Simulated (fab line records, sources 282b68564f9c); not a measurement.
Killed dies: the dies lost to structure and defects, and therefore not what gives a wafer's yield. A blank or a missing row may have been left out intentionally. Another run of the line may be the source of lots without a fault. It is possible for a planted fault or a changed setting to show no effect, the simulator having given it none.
The tool behind it: which one? + flow rit_cmos + 7 lots with 21 wafers sampled at 3 steps, on a route of 202 steps

WHAT THE GAUGES READ, wafer by wafer
RIT_NLDD_TW_MEAS_10.
| lot  | measured    | on            | NLDD_TW        |
|------|-------------|---------------|----------------|
| L563 | day 3 02:57 | film_metro-01 | 2540 2540 2549 |
| L565 | day 3 12:50 | film_metro-04 | 2466 2477 2481 |
| L568 | day 4 05:33 | film_metro-03 | 2482 2475 2481 |
| L570 | day 4 18:23 | film_metro-03 | 2496 2490 2497 |
| L574 | day 5 20:42 | film_metro-03 | 2734 2729 2728 |
| L581 | day 6 22:50 | film_metro-01 | 2544 2543 2573 |
| L583 | day 7 05:03 | film_metro-04 | 2488 2504 2474 |

TOOL THAT RAN EACH LOT (tool first, then ch and the chambers of the sampled wafers, then the start)
| lot  | RIT_GATE_STRIP_20                   | RIT_NLDD_IMPLANT_08            |
|------|-------------------------------------|--------------------------------|
| L563 | plasma_asher-01 ch 1, day 2 21:58   | implanter-02 ch 0, day 3 02:38 |
| L565 | plasma_asher-02 ch 0,1, day 3 07:26 | implanter-03 ch 0, day 3 12:33 |
| L568 | plasma_asher-03 ch 0,1, day 3 23:43 | implanter-04 ch 0, day 4 05:13 |
| L570 | plasma_asher-02 ch 0,1, day 4 12:19 | implanter-03 ch 0, day 4 18:04 |
| L574 | plasma_asher-01 ch 0,1, day 5 14:26 | implanter-03 ch 0, day 5 20:25 |
| L581 | plasma_asher-02 ch 0,1, day 6 17:49 | implanter-02 ch 0, day 6 22:32 |
| L583 | plasma_asher-02 ch 1, day 7 00:02   | implanter-04 ch 0, day 7 04:43 |
- RIT_GATE_STRIP_20: strips in O2, time 180 s.
- RIT_NLDD_IMPLANT_08

THE ANSWER, worked out from the rows above alone
Rule: the lots themselves supply what counts as usual. Put in order of their means at a reading, lots are off if they are a third of the lots or fewer, leave a main group of 4 or more, and stand apart from it by a gap of 3 or more times the standard deviation of the main group's means; of several such gaps the widest counts. If all means in a main group match to the digits the tables above print for the reading, that group is not used. Also off: a lot with no number at a reading for which 4 or more lots have one. The other lots that the step has rows for count as sound.
Off: L574, seen at RIT_NLDD_TW_MEAS_10 (NLDD_TW). The main group: mean 2506, standard deviation 31.
If a tool, at a process step before that reading, ran all the lots that are off and no sound lot after the first of them, it fits. The gauges at RIT_NLDD_TW_MEAS_10 are tried like those tools. Can't be told from this: 3 tools fit, plasma_asher-01 at RIT_GATE_STRIP_20, implanter-03 at RIT_NLDD_IMPLANT_08, film_metro-03 at RIT_NLDD_TW_MEAS_10.

WHAT THE SIMULATOR HAD PUT IN
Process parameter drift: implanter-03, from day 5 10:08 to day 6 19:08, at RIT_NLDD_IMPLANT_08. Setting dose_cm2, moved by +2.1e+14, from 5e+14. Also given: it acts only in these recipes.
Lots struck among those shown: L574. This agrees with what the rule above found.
